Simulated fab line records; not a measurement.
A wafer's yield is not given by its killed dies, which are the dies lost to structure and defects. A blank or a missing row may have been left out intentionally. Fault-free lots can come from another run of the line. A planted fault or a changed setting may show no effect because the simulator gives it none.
fab line records    flow ritCmos
record: lots: 16  wafers: 48  lastDay: 7
route steps=202 shown PRETRO@73 GATE@85 PLDD@117 M1@202
lots that met no fault: from a run of the same line without faults
startH: start of the lot's first displayed wafer, in hours after the record's first day    waitH: hours from the lot's prior step to this one    " same as the row above    L1.1+2: one row covering several wafers at once    - no value present, or no start provided    * or withheld: withheld    < > ~ a bound
route shown NAME@n: NAME is a module with steps in the file, n the number in the route of the first one    usual: average and standard deviation across the fault-free wafers    same: alike in all rows    chamber/n: place in a boat    sites: per-site readings    _std_site: how widely they spread, as a standard deviation    _edge_site: the outer-site mean with the inner-site mean subtracted    radiusMm: how far each site lies from the wafer's centre    mask NAME#n: copy n    behind: tool/chamber where the wafer was last shaped    hold: why the lot went on hold/how many hours it stayed there/how the hold came to an end    device: the transistor (n, p or np) that didn't switch    end of line: tests of these same wafers at the route's end    a step with no rows: only its recipe    killed: at the first sort, the dies lost to defects and structure; wafer yield is something else    map: the dies of a wafer, with x for killed, . for not killed, _ for no die there
set.NAME: the run value of the setting; set.NAME@STEP: its run value at that earlier step    model.NAME: the simulator's own value behind a step, which no gauge read
a sample of lots followed through the steps of the route, with each step as a table and each wafer as a row
services: the hour from which a tool's chamber was out of use, counted from the record's first day as startH (under 0 if before that day), plus the number of hours and why
== steps ==
step: RIT_PRETRO_STRIP_09
recipe: chemistry: O2  timeS: 180  resist: NOVOLAK  platenTempC: withheld  powerW: 500  pressureMtorr: 4000  o2FlowSccm: 4000
usual: drypumpMotorCurrentA: 6.2/0.41
lot.wafer  tool            chamber  startH  waitH  drypumpMotorCurrentA  rfHoursCounterH
L444.2     plasmaAsher-02  1        38.63   0.1    6.5                   40
L444.5     "               1        "       "      6.5                   -
L444.6     "               0        "       "      6.4                   -
L445.2     plasmaAsher-03  0        43.37   0.1    6.1                   39
L445.3     "               1        "       "      6.3                   -
L445.6     "               0        "       "      6.1                   -
L447.1     plasmaAsher-03  0        51.89   0.1    6.1                   40
L447.2     "               1        "       "      6.4                   40
L447.4     "               0        "       "      6.1                   -
L448.3     plasmaAsher-03  0        56.77   0.1    6.1                   -
L448.4     "               1        "       "      6.3                   -
L448.6     "               1        "       "      6.3                   -
L449.1     plasmaAsher-01  1        59.71   0.1    5.2                   27
L449.3     "               1        "       "      5.2                   -
L449.5     "               1        "       "      5.2                   -
L450.1     plasmaAsher-02  1        67.39   0.1    6.5                   44
L450.3     "               1        "       "      6.5                   -
L450.4     "               0        "       "      6.4                   -
L452.1     plasmaAsher-02  0        80.59   0.1    6.4                   46
L452.4     "               1        "       "      6.5                   -
L452.6     "               1        "       "      6.5                   -
L454.3     plasmaAsher-02  0        85.69   0.1    6.4                   -
L454.4     "               1        "       "      6.5                   -
L454.6     "               0        "       "      6.4                   -
L455.1     plasmaAsher-01  0        90.70   0.1    6.2                   31
L455.5     "               0        "       "      6.2                   -
L455.6     "               1        "       "      5.2                   -
L456.3     plasmaAsher-01  1        95.08   0.1    5.2                   -
L456.4     "               0        "       "      6.2                   -
L456.5     "               0        "       "      6.2                   -
L457.2     plasmaAsher-01  1        99.23   0.1    5.2                   32
L457.4     "               1        "       "      5.2                   -
L457.5     "               1        "       "      5.2                   -
L458.1     plasmaAsher-02  1        105.54  0.1    6.5                   49
L458.2     "               0        "       "      6.4                   49
L458.5     "               1        "       "      6.5                   -
L459.1     plasmaAsher-03  1        115.23  0.1    6.3                   49
L459.4     "               0        "       "      6.1                   -
L459.5     "               0        "       "      6.1                   -
L463.1     plasmaAsher-01  1        128.13  0.1    5.2                   35
L463.2     "               0        "       "      6.2                   35
L463.5     "               0        "       "      6.2                   -
L465.2     plasmaAsher-02  1        137.39  0.1    6.5                   2
L465.3     "               1        "       "      6.5                   -
L465.6     "               0        "       "      6.4                   -
L467.2     plasmaAsher-02  1        148.49  0.1    6.5                   3
L467.3     "               0        "       "      6.4                   -
L467.4     "               1        "       "      6.5                   -
step: RIT_GATE_THK_MEAS_09
recipe: reads: poly-Si_of_GATE_CVD_08
usual: GATE_POLY_THK: 249.9/2.2
lot.wafer  tool          chamber  startH  waitH  GATE_POLY_THK[nm]
L444.2     filmMetro-03  -        44.68   0.0    250.0
L444.5     "             -        "       "      249.6
L444.6     "             -        "       "      250.7
L445.2     filmMetro-01  -        50.21   0.0    253.3
L445.3     "             -        "       "      252.2
L445.6     "             -        "       "      251.0
L447.1     filmMetro-01  -        62.85   0.0    254.5
L447.2     "             -        "       "      255.0
L447.4     "             -        "       "      251.8
L448.3     filmMetro-02  -        62.87   0.0    249.2
L448.4     "             -        "       "      248.1
L448.6     "             -        "       "      248.0
L449.1     filmMetro-03  -        66.31   0.0    253.1
L449.3     "             -        "       "      252.8
L449.5     "             -        "       "      250.4
L450.1     filmMetro-03  -        73.54   0.0    252.4
L450.3     "             -        "       "      252.2
L450.4     "             -        "       "      251.4
L452.1     filmMetro-01  -        85.87   0.0    248.7
L452.4     "             -        "       "      248.4
L452.6     "             -        "       "      248.6
L454.3     filmMetro-01  -        94.33   0.0    248.2
L454.4     "             -        "       "      248.3
L454.6     "             -        "       "      248.9
L455.1     filmMetro-02  -        100.32  0.0    247.6
L455.5     "             -        "       "      249.8
L455.6     "             -        "       "      251.0
L456.3     filmMetro-01  -        100.34  0.0    250.8
L456.4     "             -        "       "      251.4
L456.5     "             -        "       "      250.3
L457.2     filmMetro-03  -        103.99  0.0    248.5
L457.4     "             -        "       "      248.0
L457.5     "             -        "       "      246.9
L458.1     filmMetro-02  -        112.23  0.0    250.1
L458.2     "             -        "       "      248.4
L458.5     "             -        "       "      247.6
L459.1     filmMetro-02  -        120.17  0.0    252.3
L459.4     "             -        "       "      252.1
L459.5     "             -        "       "      253.2
L463.1     filmMetro-02  -        135.21  0.0    246.6
L463.2     "             -        "       "      247.5
L463.5     "             -        "       "      246.9
L465.2     filmMetro-03  -        144.50  0.0    252.5
L465.3     "             -        "       "      254.5
L465.6     "             -        "       "      254.8
L467.2     filmMetro-01  -        154.56  0.0    249.7
L467.3     "             -        "       "      248.8
L467.4     "             -        "       "      247.9
step: RIT_PLDD_EXPOSE_03
recipe: maskId: M8  na: 0.57  targetCdNm: 40900  doseMj: 250
lot.wafer   tool             chamber  startH  waitH  mask
L444.2+5+6  ilineStepper-02  0        53.16   0.1    M8#0
L445.2+3+6  ilineStepper-02  0        61.69   0.1    M8#0
L447.1+2+4  ilineStepper-02  0        69.86   0.3    M8#0
L448.3+4+6  ilineStepper-01  0        71.91   0.2    M8#0
L449.1+3+5  ilineStepper-02  0        74.26   0.3    M8#0
L450.1+3+4  ilineStepper-02  0        82.62   0.1    M8#0
L452.1+4+6  ilineStepper-02  0        92.97   0.3    M8#0
L454.3+4+6  ilineStepper-01  0        101.44  0.2    M8#0
L455.1+5+6  ilineStepper-02  0        107.35  0.3    M8#0
L456.3+4+5  ilineStepper-02  0        108.45  0.1    M8#0
L457.2+4+5  ilineStepper-02  0        112.10  0.1    M8#0
L458.1+2+5  ilineStepper-02  0        119.83  0.1    M8#0
L459.1+4+5  ilineStepper-02  0        127.31  0.1    M8#0
L463.1+2+5  ilineStepper-01  0        142.23  0.3    M8#0
L465.2+3+6  ilineStepper-01  0        151.94  0.2    M8#0
L467.2+3+4  ilineStepper-01  0        163.98  0.2    M8#0
step: RIT_PLDD_OVL_MEAS_06
usual: PLDD_OVL: 0.8/1.8
lot.wafer  tool        chamber  startH  waitH  hold                     PLDD_OVL[nm]
L444.2     overlay-02  -        53.55   -      -                        2.3
L444.5     "           -        "       "      -                        2.8
L444.6     "           -        "       "      -                        2.6
L445.2     overlay-01  -        62.08   -      -                        1.8
L445.3     "           -        "       "      -                        2.2
L445.6     "           -        "       "      -                        2.1
L447.1     overlay-01  -        70.26   -      -                        1.3
L447.2     "           -        "       "      -                        1.6
L447.4     "           -        "       "      -                        2.7
L448.3     overlay-01  -        72.29   -      -                        -0.6
L448.4     "           -        "       "      -                        0.2
L448.6     "           -        "       "      -                        0.0
L449.1     overlay-02  -        74.87   -      -                        2.4
L449.3     "           -        "       "      -                        2.4
L449.5     "           -        "       "      -                        2.7
L450.1     overlay-01  -        83.02   -      -                        1.7
L450.3     "           -        "       "      -                        1.5
L450.4     "           -        "       "      -                        0.7
L452.1     overlay-01  -        93.37   -      -                        -2.5
L452.4     "           -        "       "      -                        -3.3
L452.6     "           -        "       "      -                        -2.4
L454.3     overlay-01  -        101.86  -      -                        -1.3
L454.4     "           -        "       "      -                        -2.7
L454.6     "           -        "       "      -                        -1.4
L455.1     overlay-02  -        107.75  -      -                        4.5
L455.5     "           -        "       "      -                        3.6
L455.6     "           -        "       "      -                        5.3
L456.3     overlay-01  -        108.82  -      awaitDispo/0.2h/release  130.7
L456.4     "           -        "       "      awaitDispo/0.2h/release  132.5
L456.5     "           -        "       "      awaitDispo/0.2h/release  131.2
L456.3     overlay-01  -        109.02  0.2    -                        129.8
L456.4     "           -        "       "      -                        131.2
L456.5     "           -        "       "      -                        129.9
L457.2     overlay-02  -        112.49  -      awaitDispo/0.2h/release  131.1
L457.4     "           -        "       "      awaitDispo/0.2h/release  131.7
L457.5     "           -        "       "      awaitDispo/0.2h/release  133.0
L457.2     overlay-02  -        112.69  0.2    -                        130.3
L457.4     "           -        "       "      -                        131.0
L457.5     "           -        "       "      -                        131.5
L458.1     overlay-01  -        120.23  -      awaitDispo/0.2h/release  131.4
L458.2     "           -        "       "      awaitDispo/0.2h/release  130.5
L458.5     "           -        "       "      awaitDispo/0.2h/release  132.3
L458.1     overlay-01  -        120.44  0.2    -                        130.1
L458.2     "           -        "       "      -                        129.1
L458.5     "           -        "       "      -                        130.4
L459.1     overlay-02  -        127.71  -      awaitDispo/0.2h/release  131.9
L459.4     "           -        "       "      awaitDispo/0.2h/release  130.9
L459.5     "           -        "       "      awaitDispo/0.2h/release  132.0
L459.1     overlay-02  -        127.91  0.2    -                        131.3
L459.4     "           -        "       "      -                        129.5
L459.5     "           -        "       "      -                        130.9
L463.1     overlay-02  -        142.88  -      -                        -2.3
L463.2     "           -        "       "      -                        -1.7
L463.5     "           -        "       "      -                        -2.3
L465.2     overlay-01  -        152.33  -      -                        0.6
L465.3     "           -        "       "      -                        -0.4
L465.6     "           -        "       "      -                        0.2
L467.2     overlay-02  -        164.37  -      -                        0.3
L467.3     "           -        "       "      -                        -0.1
L467.4     "           -        "       "      -                        0.0
step: RIT_PLDD_STRIP_09
recipe: chemistry: O2  timeS: 180  resist: NOVOLAK  platenTempC: withheld  powerW: 500  pressureMtorr: 4000  o2FlowSccm: 4000
usual: drypumpMotorCurrentA: 6.18/0.29
lot.wafer  tool            chamber  startH  waitH  drypumpMotorCurrentA  rfHoursCounterH
L444.2     plasmaAsher-03  0        53.88   0.1    6.06                  41
L444.5     "               1        "       "      6.31                  -
L444.6     "               0        "       "      6.06                  -
L445.2     plasmaAsher-02  0        62.41   0.1    6.39                  43
L445.3     "               0        "       "      6.37                  -
L445.6     "               1        "       "      6.49                  -
L447.1     plasmaAsher-02  1        70.59   0.1    6.53                  45
L447.2     "               0        "       "      6.43                  45
L447.4     "               1        "       "      6.50                  -
L448.3     plasmaAsher-02  1        72.67   0.1    6.53                  -
L448.4     "               0        "       "      6.41                  -
L448.6     "               0        "       "      6.39                  -
L449.1     plasmaAsher-04  1        75.21   0.1    5.60                  38
L449.3     "               0        "       "      5.86                  -
L449.5     "               0        "       "      5.84                  -
L450.1     plasmaAsher-02  1        83.36   0.1    6.51                  46
L450.3     "               1        "       "      6.52                  -
L450.4     "               0        "       "      6.40                  -
L452.1     plasmaAsher-03  1        93.71   0.1    6.29                  46
L452.4     "               1        "       "      6.32                  -
L452.6     "               1        "       "      6.29                  -
L454.3     plasmaAsher-03  1        102.24  0.1    6.33                  -
L454.4     "               0        "       "      6.02                  -
L454.6     "               0        "       "      6.05                  -
L455.1     plasmaAsher-02  1        108.08  0.1    6.54                  49
L455.5     "               0        "       "      6.36                  -
L455.6     "               1        "       "      6.55                  -
L463.1     plasmaAsher-03  1        143.21  0.1    6.28                  52
L463.2     "               0        "       "      6.07                  52
L463.5     "               1        "       "      6.33                  -
L465.2     plasmaAsher-02  0        152.66  0.1    6.43                  4
L465.3     "               1        "       "      6.50                  -
L465.6     "               1        "       "      6.48                  -
L467.2     plasmaAsher-03  0        164.70  0.1    6.08                  54
L467.3     "               0        "       "      6.09                  -
L467.4     "               1        "       "      6.33                  -
step: RIT_M1_PROBE_99
usual: defectLimitedYield: 97.4/1.2  killedAtContacts: 0.1/0.24  killedAtFrontEnd: 7/3.2  killedDies: 7/3.2  killedOpen: 3.4/2  killedShort: 3.5/2.2  sort_bin_3_pad_short: 0.1/0.21  sort_bin_5_function: 1.6/0.79  sort_bin_6_memory: 0.9/0.72  sortNPass: 257/3.2  sortYieldPct: 97.4/1.2
same: grossDies: 264  killed_at_M0_to_M3: 0  killed_at_M4_up: 0  killedAtBackSide: 0  killedAtOther: 0
lot.wafer  tool       chamber  startH  waitH  defectLimitedYield[%]  killedAtContacts  killedAtFrontEnd  killedDies  killedOpen  killedShort  sort_bin_3_pad_short[%]  sort_bin_5_function[%]  sort_bin_6_memory[%]  sortNPass  sortYieldPct[%]
L444.2     prober-01  -        68.24   0.1    98.5                   1                 3                 4           1           3            0                        0.8                     0.8                   260        98.5
L444.5     prober-01  -        68.39   0.2    98.5                   0                 4                 4           2           2            0.4                      1.1                     0                     260        98.5
L444.6     prober-01  -        68.44   0.2    97.7                   0                 6                 6           2           4            0                        1.5                     0.8                   258        97.7
L445.2     prober-02  -        77.86   0.1    97.3                   0                 7                 7           2           5            0.4                      2.3                     0                     257        97.3
L445.3     prober-02  -        77.91   0.2    96.2                   0                 10                10          5           5            0.4                      2.3                     1.1                   254        96.2
L445.6     prober-02  -        78.06   0.2    97.0                   0                 8                 8           1           7            0.4                      2.7                     0                     256        97.0
L447.1     prober-01  -        84.45   0.1    98.5                   0                 4                 4           3           1            0.4                      0.4                     0.8                   260        98.5
L447.2     prober-01  -        84.50   0.1    99.2                   0                 2                 2           2           0            0                        0.8                     0                     262        99.2
L447.4     prober-01  -        84.60   0.2    98.5                   0                 4                 4           3           1            0                        1.5                     0                     260        98.5
L448.3     prober-02  -        86.58   0.2    97.0                   0                 8                 8           5           3            0                        2.3                     0.8                   256        97.0
L448.4     prober-02  -        86.63   0.2    95.8                   0                 11                11          5           6            0                        2.3                     1.9                   253        95.8
L448.6     prober-02  -        86.73   0.2    95.5                   0                 12                12          6           6            0                        3.0                     1.5                   252        95.5
L449.1     prober-01  -        89.50   0.1    98.1                   0                 5                 5           3           2            0                        1.5                     0.4                   259        98.1
L449.3     prober-01  -        89.60   0.2    97.7                   0                 6                 6           2           4            0                        1.9                     0.4                   258        97.7
L449.5     prober-01  -        89.70   0.2    98.5                   1                 3                 4           3           1            0                        0.4                     1.1                   260        98.5
L450.1     prober-02  -        97.00   0.1    97.0                   0                 8                 8           2           6            0                        1.9                     1.1                   256        97.0
L450.3     prober-02  -        97.10   0.2    95.5                   0                 12                12          6           6            0.4                      2.7                     1.5                   252        95.5
L450.4     prober-02  -        97.15   0.2    96.2                   0                 10                10          4           6            0                        2.7                     1.1                   254        96.2
L452.1     prober-02  -        107.39  0.1    97.7                   0                 6                 6           4           2            0                        1.5                     0.8                   258        97.7
L452.4     prober-02  -        107.54  0.2    98.5                   0                 4                 4           2           2            0                        0.8                     0.8                   260        98.5
L452.6     prober-02  -        107.64  0.2    97.3                   0                 7                 7           7           0            0                        1.9                     0.8                   257        97.3
L454.3     prober-02  -        116.85  0.2    98.1                   0                 5                 5           2           3            0.4                      1.1                     0.4                   259        98.1
L454.4     prober-02  -        116.90  0.2    98.1                   0                 5                 5           3           2            0                        0.8                     1.1                   259        98.1
L454.6     prober-02  -        117.00  0.2    98.1                   0                 5                 5           3           2            0                        1.5                     0.4                   259        98.1
L455.1     prober-01  -        121.89  0.1    97.7                   0                 6                 6           3           3            0                        1.9                     0.4                   258        97.7
L455.5     prober-01  -        122.09  0.2    94.7                   0                 14                14          7           7            0                        3.0                     2.3                   250        94.7
L455.6     prober-01  -        122.14  0.2    95.5                   0                 12                12          4           8            0.4                      2.7                     1.5                   252        95.5
L463.1     prober-01  -        157.44  0.1    98.1                   0                 5                 5           4           1            0                        1.1                     0.8                   259        98.1
L463.2     prober-01  -        157.49  0.1    99.2                   0                 2                 2           1           1            0                        0.4                     0.4                   262        99.2
L463.5     prober-01  -        157.64  0.2    98.9                   0                 3                 3           0           3            0                        0.4                     0.8                   261        98.9
L465.2     prober-01  -        167.26  0.1    98.9                   1                 2                 3           0           3            0                        0.4                     0.8                   261        98.9
L465.3     prober-01  -        167.31  0.2    97.3                   0                 7                 7           6           1            0                        1.9                     0.8                   257        97.3
L465.6     prober-01  -        167.46  0.2    95.1                   0                 13                13          6           7            0                        3.8                     1.1                   251        95.1
L467.2     prober-01  -        179.55  0.1    97.0                   0                 8                 8           1           7            0.4                      1.1                     1.5                   256        97.0
L467.3     prober-01  -        179.60  0.2    99.2                   0                 2                 2           2           0            0                        0.4                     0.4                   262        99.2
L467.4     prober-01  -        179.65  0.2    98.9                   0                 3                 3           2           1            0                        0.8                     0.4                   261        98.9
killed by level:class
L444.2 SPACER:geometricParticle:short=2 GATE:geometricParticle:open=1 CONTACT:geometricParticle:short=1
L444.5 GATE:geometricParticle:short=2 FOX2:geometricParticle:open=1 GATE:geometricParticle:open=1
L444.6 GATE:geometricParticle:open=2 GATE:geometricParticle:short=2 REOX:geometricParticle:short=1 SPACER:geometricParticle:short=1
L445.2 GATE:geometricParticle:short=2 SILICIDE:geometricParticle:short=2 SPACER:geometricParticle:open=1 SPACER:geometricParticle:short=1 SILICIDE:geometricParticle:open=1
L445.3 GATE:geometricParticle:open=3 SPACER:geometricParticle:short=2 FOX1:geometricParticle:short=1 FOX2:geometricParticle:short=1 REOX:geometricParticle:open=1 SPACER:geometricParticle:open=1 SILICIDE:geometricParticle:short=1
L445.6 REOX:geometricParticle:short=3 GATE:geometricParticle:short=2 FOX2:geometricParticle:open=1 FOX2:geometricParticle:short=1 SILICIDE:geometricParticle:short=1
L447.1 GATE:geometricParticle:open=1 REOX:geometricParticle:short=1 REOX:geometricParticle:open=1 SPACER:geometricParticle:open=1
L447.2 GATE:geometricParticle:open=1 SPACER:geometricParticle:open=1
L447.4 FOX1:geometricParticle:open=1 GATE:geometricParticle:open=1 SPACER:geometricParticle:short=1 SILICIDE:geometricParticle:open=1
L448.3 GATE:geometricParticle:short=2 GATE:geometricParticle:open=2 FOX1:geometricParticle:open=1 FOX2:geometricParticle:open=1 REOX:geometricParticle:open=1 SPACER:geometricParticle:short=1
L448.4 SPACER:geometricParticle:short=3 FOX2:geometricParticle:short=2 SPACER:geometricParticle:open=2 GATE:geometricParticle:short=1 GATE:geometricParticle:open=1 REOX:geometricParticle:open=1 SILICIDE:geometricParticle:open=1
L448.6 SPACER:geometricParticle:open=4 SILICIDE:geometricParticle:short=3 FOX1:geometricParticle:open=1 FOX2:geometricParticle:short=1 GATE:geometricParticle:open=1 REOX:geometricParticle:short=1 SPACER:geometricParticle:short=1
L449.1 FOX1:geometricParticle:short=1 FOX1:geometricParticle:open=1 GATE:geometricParticle:short=1 GATE:geometricParticle:open=1 SPACER:geometricParticle:open=1
L449.3 SILICIDE:geometricParticle:short=3 FOX2:geometricParticle:open=1 REOX:geometricParticle:short=1 SILICIDE:geometricParticle:open=1
L449.5 FOX1:geometricParticle:short=1 SPACER:geometricParticle:open=1 SILICIDE:geometricParticle:open=1 CONTACT:geometricParticle:open=1
L450.1 GATE:geometricParticle:short=4 GATE:geometricParticle:open=2 FOX2:geometricParticle:short=1 REOX:geometricParticle:short=1
L450.3 GATE:geometricParticle:open=6 GATE:geometricParticle:short=3 REOX:geometricParticle:short=1 SPACER:geometricParticle:short=1 SILICIDE:geometricParticle:short=1
L450.4 GATE:geometricParticle:short=3 FOX1:geometricParticle:short=2 GATE:geometricParticle:open=2 FOX2:geometricParticle:open=1 REOX:geometricParticle:open=1 REOX:geometricParticle:short=1
L452.1 SPACER:geometricParticle:open=3 SPACER:geometricParticle:short=2 GATE:geometricParticle:open=1
L452.4 GATE:geometricParticle:short=2 GATE:geometricParticle:open=1 SPACER:geometricParticle:open=1
L452.6 SPACER:geometricParticle:open=3 GATE:geometricParticle:open=2 FOX1:geometricParticle:open=1 SILICIDE:geometricParticle:open=1
L454.3 FOX1:geometricParticle:short=1 FOX2:geometricParticle:short=1 GATE:geometricParticle:open=1 REOX:geometricParticle:open=1 SPACER:geometricParticle:short=1
L454.4 FOX2:geometricParticle:open=1 GATE:geometricParticle:open=1 GATE:geometricParticle:short=1 SPACER:geometricParticle:short=1 SPACER:geometricParticle:open=1
L454.6 SILICIDE:geometricParticle:open=2 GATE:geometricParticle:short=1 GATE:geometricParticle:open=1 REOX:geometricParticle:short=1
L455.1 GATE:geometricParticle:short=3 GATE:geometricParticle:open=3
L455.5 GATE:geometricParticle:open=6 GATE:geometricParticle:short=4 REOX:geometricParticle:short=2 FOX1:geometricParticle:open=1 FOX2:geometricParticle:short=1
L455.6 GATE:geometricParticle:short=3 FOX1:geometricParticle:short=2 FOX2:geometricParticle:open=2 GATE:geometricParticle:open=2 REOX:geometricParticle:short=2 FOX2:geometricParticle:short=1
L463.1 GATE:geometricParticle:open=2 FOX2:geometricParticle:open=1 GATE:geometricParticle:short=1 SPACER:geometricParticle:open=1
L463.2 FOX1:geometricParticle:open=1 REOX:geometricParticle:short=1
L463.5 REOX:geometricParticle:short=1 SPACER:geometricParticle:short=1 SILICIDE:geometricParticle:short=1
L465.2 GATE:geometricParticle:short=1 SPACER:geometricParticle:short=1 CONTACT:geometricParticle:short=1
L465.3 SPACER:geometricParticle:open=2 FOX1:geometricParticle:open=1 GATE:geometricParticle:open=1 REOX:geometricParticle:open=1 REOX:geometricParticle:short=1 SILICIDE:geometricParticle:open=1
L465.6 SPACER:geometricParticle:short=3 FOX1:geometricParticle:open=2 GATE:geometricParticle:short=2 SPACER:geometricParticle:open=2 GATE:geometricParticle:open=1 REOX:geometricParticle:short=1 SILICIDE:geometricParticle:open=1 SILICIDE:geometricParticle:short=1
L467.2 GATE:geometricParticle:short=5 FOX1:geometricParticle:short=2 GATE:geometricParticle:open=1
L467.3 FOX2:geometricParticle:open=1 GATE:geometricParticle:open=1
L467.4 FOX2:geometricParticle:short=1 REOX:geometricParticle:open=1 STARTING-WAFER:geometricParticle:open=1
== services ==
tool             chamber  startH  hours  kind
plasmaAsher-04   -        46.63   28.1   pm
ilineStepper-01  -        58.23   2.1    pm
ilineStepper-01  -        60.32   -      consumableReplace:lamp
plasmaAsher-04   -        86.48   2.8    pm
ilineStepper-01  -        105.38  7.3    repair
plasmaAsher-02   -        108.75  9.0    pm
plasmaAsher-02   0        108.75  9.0    ventCycle
plasmaAsher-02   1        108.75  9.0    ventCycle
plasmaAsher-01   -        114.96  0.6    repair
ilineStepper-02  -        116.02  1.0    repair
plasmaAsher-02   0        117.75  -      clean
plasmaAsher-02   1        117.75  -      clean
plasmaAsher-03   -        121.60  2.2    repair
plasmaAsher-02   -        160.97  0.9    repair
== key ==
firstSign: step: RIT_PLDD_OVL_MEAS_06  reading: visit  direction: added
effect: step: RIT_PLDD_OVL_MEAS_06  reading: PLDD_OVL  direction: up  sigmas: 72  usual: 0.8  struck: 131.6
metAt RIT_PLDD_EXPOSE_03
struckLots L456,L457,L458,L459
scrappedBehind RIT_PLDD_OVL_MEAS_06 L456.3,L456.4,L456.5,L457.2,L457.4,L457.5,L458.1,L458.2,L458.5,L459.1,L459.4,L459.5
notActingAt RIT_PRETRO_STRIP_09,RIT_GATE_THK_MEAS_09,RIT_PLDD_STRIP_09
onsetBetween 107.35 108.45
fault: kind: scannerMatchingOverlay  tool: ilineStepper-02  chamber: -  onsetH: 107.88  steps: RIT_PLDD_EXPOSE_03  offset: 130
